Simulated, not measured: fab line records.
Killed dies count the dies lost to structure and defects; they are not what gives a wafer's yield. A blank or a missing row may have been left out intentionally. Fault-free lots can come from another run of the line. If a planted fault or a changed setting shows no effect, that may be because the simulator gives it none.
Matching of chambers	flow berkeley-cmos170	UCB170_V1_CMP_02 on cmp-01: 4 sister chambers
The step polishes SiO2. 16 wafers are shown with their chamber, then 8 later ones without.

== WAFERS PAIRED WITH THEIR CHAMBERS ==
wafer	chamber	motor-current-A (A)	head-pressure-psi (psi)
L760.1	2	14.0	5.983
L760.2	3	16.6	6.010
L760.4	0	15.7	6.006
L763.2	3	15.7	6.015
L763.3	1	14.4	6.006
L763.5	2	14.3	5.993
L765.1	0	15.8	6.017
L765.3	1	15.1	5.990
L765.6	3	15.9	6.007
L764.3	2	14.6	6.018
L764.4	1	14.9	5.992
L764.6	1	15.0	5.998
L770.1	2	14.6	6.017
L770.2	3	16.0	6.011
L770.3	1	14.6	5.980
L771.2	3	17.1	6.013

SIGNATURES (averages over the wafers above)
reading	chamber 0	chamber 1	chamber 2	chamber 3	scatter within a chamber
motor-current-A	15.750	14.800	14.375	16.260	0.4
head-pressure-psi	6.01150	5.99320	6.00275	6.01120	0.0108
Rule: a wafer's distance from a chamber is the root of the sum, over the readings, of the square of ((its reading less the chamber's mean) divided by the reading's scatter). The wafer belongs to the nearest chamber; if the next one is less than 2 further off, it can't be placed. How the scatter is found: for the shown wafers, subtract from each reading the mean of its chamber, square and add these, divide the total by (wafers less chambers), then take the root.

== WAFERS WITH NO CHAMBER GIVEN ==
wafer	motor-current-A (A)	head-pressure-psi (psi)
L771.3	14.8	6.016
L771.6	16.3	6.016
L769.1	16.5	6.001
L769.4	14.6	5.996
L769.6	15.1	6.007
L776.1	14.7	6.011
L776.2	15.9	5.965
L776.5	13.8	6.007

== THE CHAMBER EACH PASSED THROUGH ==
wafer	from the rows above	in truth
L771.3	can't be placed: 2 or 1 or 0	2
L771.6	can't be placed: 3 or 0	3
L769.1	can't be placed: 3 or 0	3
L769.4	can't be placed: 1 or 2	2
L769.6	can't be placed: 1 or 0 or 2 or 3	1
L776.1	can't be placed: 2 or 1 or 0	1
L776.2	can't be placed: 1 or 0 or 3 or 2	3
L776.5	can't be placed: 2 or 1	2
Correctly placed: 0 of 8. From these rows, 8 cannot be placed; in 8 the true chamber is one of the candidates. Placed wrongly: 0.
